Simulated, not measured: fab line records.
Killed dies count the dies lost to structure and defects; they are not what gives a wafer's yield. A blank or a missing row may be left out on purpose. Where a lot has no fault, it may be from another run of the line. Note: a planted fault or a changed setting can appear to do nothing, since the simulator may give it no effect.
A single fault, viewed from 2 desks ; flow ritCmos ; numbers are kept per desk, each desk with only its own; the story behind them comes last

THE METROLOGY DESK
What the gauges read, lot by lot, whatever tool the lot ran on: means of the sampled wafers that have a number. Marked OUT: a lot whose mean sits more than 4 standard deviations from the usual mean, which makes it out of limits; the brackets give that distance.
Columns: A = NWELL_TW at RIT_NWELL_TW_MEAS_10, usual 2163
lot;first seen here;A
L162;day 1 22:16;2158
L163;day 2 07:11;2163
L164;day 2 11:15;2165
L165;day 2 15:03;2153
L166;day 3 00:31;2166
L167;day 3 03:30;2167
L169;day 3 11:43;2170
L172;day 4 04:55;2179
L173;day 4 08:31;2122
L174;day 4 11:50;2137
L177;day 5 04:47;2112 (-4.6) OUT
L180;day 5 17:53;2148
L181;day 5 21:40;2163
L183;day 6 08:26;2154
L185;day 6 18:56;2151
This desk finds L177 out of limits, with the earliest case on L177 at day 5 04:47 (NWELL_TW at RIT_NWELL_TW_MEAS_10). L162, L163, L164, L165, L166, L167, L169, L172, L173, L174, L180, L181, L183, L185: within limits.

FOR THE TOOL OWNER'S DESK: implanter-02
For each lot that ran on this tool, the mean over its sampled wafers that have a number, from the tool's own readings at RIT_NWELL_IMPLANT_08. Marked OUT: a lot whose mean sits more than 4 standard deviations from the usual mean, which makes it out of limits; the brackets give that distance.
Columns: A = beamEnergyKeV at RIT_NWELL_IMPLANT_08, usual 169.99; B = doseIonsCm2 at RIT_NWELL_IMPLANT_08, usual 4.999e+13; C = tiltDeg at RIT_NWELL_IMPLANT_08, usual 7.004 degrees
lot;first seen here;A;B;C
L163;day 2 06:52;169.98;4.998e+13;7.002
L169;day 3 11:25;169.99;4.996e+13;7.004
L172;day 4 04:35;169.98;5.010e+13;7.002
L173;day 4 08:11;152.94 (-99 or more) OUT;4.999e+13;6.993
L174;day 4 11:32;153.01 (-99 or more) OUT;5.004e+13;7.014
L177;day 5 04:28;152.98 (-99 or more) OUT;4.998e+13;7.002
Finding of this desk: L173, L174, L177 out of limits; the first was L173 at day 4 08:11, on beamEnergyKeV at RIT_NWELL_IMPLANT_08. L163, L169, L172: within limits.

ALL TOGETHER
The tool owner's desk had the chance to raise an alarm at day 4 08:11 on L173, L174, L177.
On L177, the metrology desk was in a position to raise an alarm at day 5 04:47.
The metrology desk has L173, L174 on record, within its limits.
RIT_NWELL_IMPLANT_08 was run on implanter-02 by each of the lots named.

WHAT THE SIMULATOR HAD PUT IN
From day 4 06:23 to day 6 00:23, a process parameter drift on implanter-02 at RIT_NWELL_IMPLANT_08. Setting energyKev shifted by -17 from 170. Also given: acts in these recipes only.
Struck lots among those shown: L173, L174, L177.
Hours from the fault's start to each desk's first reading out of limits: the tool owner's desk, 2; the metrology desk, 22.
